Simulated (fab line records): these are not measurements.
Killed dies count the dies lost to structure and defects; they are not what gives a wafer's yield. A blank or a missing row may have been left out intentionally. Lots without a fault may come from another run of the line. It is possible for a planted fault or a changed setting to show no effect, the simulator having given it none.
The tool behind it: which one?    flow berkeley cmos170    24 lots with 72 wafers sampled at 6 steps, on a route of 331 steps

## WHAT THE GAUGES SHOWED, per wafer
UCB170_WELLDRIVE_THK_MEAS_02.
lot   measured     on             WELLDRIVE_OXIDE_THK (nm)
L074  day 3 16:45  film metro-02  196 196 198
L075  day 3 16:46  film metro-01  192 192 190
L076  day 4 04:46  film metro-02  195 192 191
L077  day 4 04:46  film metro-01  192 192 192
L078  day 4 15:07  film metro-03  200 199 200
L079  day 4 15:07  film metro-01  196 194 199
L080  day 4 15:07  film metro-02  201 197 200
L081  day 4 23:34  film metro-03  198 195 198
L082  day 4 23:35  film metro-01  198 203 202
L083  day 5 16:58  film metro-03  197 196 199
L084  day 5 16:59  film metro-02  200 201 201
L085  day 5 22:10  film metro-03  203 205 200
L086  day 6 08:15  film metro-02  191 194 192
L087  day 6 08:14  film metro-03  197 198 195
L088  day 6 08:17  film metro-01  197 197 191
L089  day 6 23:13  film metro-02  197 196 197
L090  day 6 23:38  film metro-03  199 203 201
L091  day 6 23:13  film metro-01  198 202 199
L092  day 7 06:53  film metro-02  208 205 207
L093  day 7 21:16  film metro-03  194 195 194
L094  day 7 17:44  film metro-02  201 199 204
L095  day 8 02:46  film metro-01  197 198 203
L097  day 8 02:46  film metro-03  196 200 202
L096  day 8 15:01  film metro-01  193 194 193

UCB170_ACTIVE_THK_MEAS_06.
lot   measured     on             ACTIVE_NITRIDE_THK (nm)
L074  day 4 06:45  film metro-01  219.8 219.4 219.9
L075  day 4 06:46  film metro-02  223.9 225.5 225.1
L076  day 4 22:14  film metro-01  223.5 222.8 224.2
L077  day 4 22:14  film metro-04  218.5 220.4 221.7
L078  day 5 07:25  film metro-04  221.0 219.6 220.5
L079  day 5 07:23  film metro-01  222.6 223.3 222.8
L080  day 5 07:23  film metro-02  222.2 222.2 223.9
L081  day 5 14:06  film metro-04  221.0 219.9 220.7
L082  day 5 14:07  film metro-02  220.7 220.6 220.4
L083  day 6 15:26  film metro-04  220.5 218.3 220.1
L084  day 6 15:26  film metro-02  223.9 224.5 225.4
L085  day 6 15:27  film metro-01  219.9 220.4 220.9
L086  day 6 22:10  film metro-04  219.4 219.3 218.7
L087  day 6 22:10  film metro-01  220.4 221.8 223.2
L088  day 6 22:08  film metro-02  219.2 218.7 219.1
L089  day 7 09:25  film metro-02  218.6 223.1 220.5
L090  day 7 09:26  film metro-04  223.9 223.4 226.2
L091  day 7 09:28  film metro-01  220.2 221.0 221.7
L092  day 7 15:53  film metro-02  219.2 219.8 219.4
L093  day 8 13:05  film metro-04  226.8 225.6 225.2
L094  day 8 07:27  film metro-02  223.7 223.3 223.4
L095  day 8 16:52  film metro-01  224.5 224.0 224.8
L097  day 8 16:52  film metro-04  219.0 217.1 216.9
L096  day 9 14:20  film metro-01  221.9 221.8 221.5

UCB170_GATE_THK_MEAS_05.
lot   measured      on             GATE_POLY_THK (nm)
L074  day 6 06:59   film metro-02  219.3 216.9 218.5
L075  day 6 07:04   film metro-03  216.8 215.1 217.1
L076  day 6 21:05   film metro-01  217.8 218.5 216.5
L077  day 6 21:05   film metro-02  216.4 217.0 217.3
L078  day 7 05:34   film metro-02  214.3 214.0 214.8
L079  day 7 05:34   film metro-03  213.0 213.9 214.5
L080  day 7 05:35   film metro-01  216.2 213.9 214.8
L081  day 7 08:11   film metro-03  215.7 216.1 215.2
L082  day 7 08:12   film metro-02  213.3 212.8 212.5
L083  day 8 10:13   film metro-02  217.0 215.5 216.7
L084  day 8 10:13   film metro-03  213.7 212.3 212.3
L085  day 8 10:16   film metro-03  216.4 215.5 217.5
L086  day 8 13:34   film metro-03  215.8 215.2 217.3
L087  day 8 13:32   film metro-02  213.2 212.8 213.0
L088  day 8 13:32   film metro-01  213.2 215.3 212.8
L089  day 9 10:39   film metro-02  213.9 214.4 215.5
L090  day 9 10:38   film metro-01  216.2 215.4 214.9
L091  day 9 10:39   film metro-03  214.5 214.2 213.8
L092  day 9 23:00   film metro-02  211.9 212.8 212.8
L093  day 10 23:45  film metro-01  210.2 211.3 209.8
L094  day 10 14:09  film metro-03  214.1 213.3 214.1
L095  day 11 05:05  film metro-03  214.2 213.5 217.3
L097  day 10 23:44  film metro-02  211.5 211.6 209.9
L096  day 11 14:47  film metro-02  214.7 215.4 214.1

UCB170_M3_CD_MEAS_15 targets a cd of 700 nm.
lot   measured      on         cd nm (nm)
L074  day 7 23:36   cd sem-02  702.2 702.1 701.5
L075  day 8 00:29   cd sem-01  698.5 698.5 698.9
L076  day 8 19:53   cd sem-02  699.9 698.8 699.8
L077  day 8 20:10   cd sem-02  700.2 698.3 698.1
L078  day 9 03:10   cd sem-02  699.6 697.9 699.6
L079  day 9 02:01   cd sem-02  699.9 699.8 700.3
L080  day 9 02:56   cd sem-02  699.9 701.5 699.1
L081  day 9 02:44   cd sem-01  699.9 700.7 700.6
L082  day 9 02:40   cd sem-02  699.2 699.6 697.9
L083  day 10 02:16  cd sem-01  702.0 702.1 704.0
L084  day 10 01:25  cd sem-01  702.9 700.8 703.2
L085  day 10 02:02  cd sem-02  698.9 699.9 699.7
L086  day 10 17:35  cd sem-01  701.9 703.2 702.7
L087  day 10 17:26  cd sem-02  701.5 701.6 699.7
L088  day 10 16:55  cd sem-01  699.7 699.0 699.2
L089  day 11 03:40  cd sem-01  699.4 699.7 700.0
L090  day 11 07:45  cd sem-01  700.6 700.3 700.9
L091  day 11 08:14  cd sem-01  700.0 700.2 700.3
L092  day 11 20:23  cd sem-02  700.5 699.2 697.5
L093  day 12 20:11  cd sem-01  695.9 697.4 696.5
L094  day 12 09:02  cd sem-02  700.2 699.5 698.4
L095  day 13 01:43  cd sem-02  700.1 699.2 700.2
L097  day 12 20:44  cd sem-01  698.4 699.1 699.6
L096  day 13 11:04  cd sem-01  701.6 702.2 700.6

## WHICH TOOL RAN EACH LOT (tool, then ch and the chambers of the sampled wafers, then the start)
lot   UCB170_ZERO_STRIP_07                 UCB170_M1_SPUTTER_00
L074  plasma asher-02 ch 0,1, day 1 20:01  pvd sputter-03, day 7 08:01
L075  plasma asher-03 ch 0,1, day 2 00:10  pvd sputter-04, day 7 08:01
L076  plasma asher-04 ch 0,1, day 2 05:37  pvd sputter-04, day 7 22:31
L077  plasma asher-03 ch 0,1, day 2 09:37  pvd sputter-03, day 8 01:41
L078  plasma asher-02 ch 0,1, day 2 17:21  pvd sputter-04, day 8 07:43
L079  plasma asher-03 ch 0,1, day 2 22:19  pvd sputter-01, day 8 07:28
L080  plasma asher-02 ch 0,1, day 3 02:05  pvd sputter-03, day 8 07:57
L081  plasma asher-03 ch 0,1, day 3 09:41  pvd sputter-03, day 8 07:13
L082  plasma asher-02 ch 0,1, day 3 11:44  pvd sputter-04, day 8 06:58
L083  plasma asher-02 ch 0, day 3 16:16    pvd sputter-01, day 9 08:54
L084  plasma asher-04 ch 0,1, day 3 18:55  pvd sputter-04, day 9 07:44
L085  plasma asher-02 ch 0,1, day 4 02:17  pvd sputter-04, day 9 09:11
L086  plasma asher-03 ch 0,1, day 4 08:26  pvd sputter-01, day 9 17:41
L087  plasma asher-04 ch 0,1, day 4 11:47  pvd sputter-01, day 9 19:23
L088  plasma asher-04 ch 0,1, day 4 18:37  pvd sputter-03, day 9 17:41
L089  plasma asher-02 ch 0,1, day 5 00:38  pvd sputter-01, day 10 12:28
L090  plasma asher-04 ch 0,1, day 5 03:56  pvd sputter-04, day 10 14:38
L091  plasma asher-04 ch 0,1, day 5 07:28  pvd sputter-04, day 10 14:16
L092  plasma asher-02 ch 0,1, day 5 14:41  pvd sputter-03, day 11 03:02
L093  plasma asher-03 ch 0,1, day 5 19:56  pvd sputter-03, day 12 01:38
L094  plasma asher-02 ch 0,1, day 5 21:32  pvd sputter-04, day 11 11:57
L095  plasma asher-04 ch 0,1, day 6 07:56  pvd sputter-03, day 12 07:17
L097  plasma asher-03 ch 0,1, day 6 16:05  pvd sputter-01, day 12 01:15
L096  plasma asher-02 ch 0,1, day 6 16:22  pvd sputter-04, day 12 14:09
- UCB170_ZERO_STRIP_07: strips in O2.
- UCB170_M1_SPUTTER_00: material Al, target thk 600 nm, time 80 s.

## WHAT THE TOOLS THEMSELVES READ (means of the sampled wafers that have a number; where no wafer has one, the mark that the record gives instead)
UCB170_ZERO_STRIP_07.
lot   tool             drypump motor current A (A)  o2 flow sccm (sccm)  oes product au (a.u.)  strip time to endpoint s (s)
L074  plasma asher-02  5.78                         400.1                0.725                  21.26
L075  plasma asher-03  5.39                         399.4                0.725                  21.12
L076  plasma asher-04  6.03                         399.4                0.725                  21.07
L077  plasma asher-03  5.41                         398.7                0.726                  21.19
L078  plasma asher-02  5.93                         399.8                0.725                  21.16
L079  plasma asher-03  5.38                         399.9                0.723                  21.19
L080  plasma asher-02  5.81                         400.6                0.726                  21.06
L081  plasma asher-03  5.38                         399.9                0.725                  21.19
L082  plasma asher-02  5.93                         398.4                0.727                  21.24
L083  plasma asher-02  5.68                         400.7                0.727                  21.08
L084  plasma asher-04  5.94                         399.7                0.730                  20.99
L085  plasma asher-02  5.79                         399.3                0.731                  21.17
L086  plasma asher-03  5.40                         398.8                0.727                  21.14
L087  plasma asher-04  5.93                         401.7                0.725                  21.13
L088  plasma asher-04  5.95                         400.5                0.723                  21.12
L089  plasma asher-02  5.81                         399.4                0.729                  21.07
L090  plasma asher-04  5.95                         398.7                0.727                  21.10
L091  plasma asher-04  5.96                         399.9                0.731                  21.17
L092  plasma asher-02  5.81                         400.1                0.727                  21.15
L093  plasma asher-03  5.39                         400.4                0.731                  21.09
L094  plasma asher-02  5.93                         400.3                0.729                  21.11
L095  plasma asher-04  6.07                         399.5                0.728                  21.21
L097  plasma asher-03  5.38                         399.1                0.726                  21.11
L096  plasma asher-02  5.92                         399.9                0.723                  21.11

UCB170_M1_SPUTTER_00.
lot   tool            throttle valve pct (%)
L074  pvd sputter-03  29.5
L075  pvd sputter-04  31.1
L076  pvd sputter-04  31.1
L077  pvd sputter-03  29.7
L078  pvd sputter-04  30.5
L079  pvd sputter-01  30.2
L080  pvd sputter-03  29.8
L081  pvd sputter-03  29.8
L082  pvd sputter-04  31.0
L083  pvd sputter-01  30.2
L084  pvd sputter-04  31.1
L085  pvd sputter-04  31.0
L086  pvd sputter-01  30.3
L087  pvd sputter-01  30.0
L088  pvd sputter-03  30.2
L089  pvd sputter-01  30.5
L090  pvd sputter-04  31.2
L091  pvd sputter-04  30.9
L092  pvd sputter-03  29.8
L093  pvd sputter-03  29.8
L094  pvd sputter-04  31.1
L095  pvd sputter-03  30.3
L097  pvd sputter-01  30.5
L096  pvd sputter-04  31.2

## THE ANSWER, worked out from the rows above alone
Rule: what is usual is taken from the lots themselves. Put in order of their means at a reading, lots are off if they are a third of the lots or fewer, leave a main group of 4 or more, and stand apart from it by a gap of 3 or more times the standard deviation of the main group's means; of several such gaps the widest counts. The tables above print the reading to a certain number of digits; a main group whose means all agree to those digits is not used. Also off: a lot with no number at a reading for which 4 or more lots have one. All remaining lots with rows at the step are treated as sound. First the gauges in route order, then the tools' own readings, where a lot's mean is used as printed above. The first step at which some lot is off is used, and at that step the reading that is off furthest; a lot without a number counts as furthest.
None of the lots is off at any reading shown; this tells nothing.

## WHAT THE SIMULATOR PUT IN
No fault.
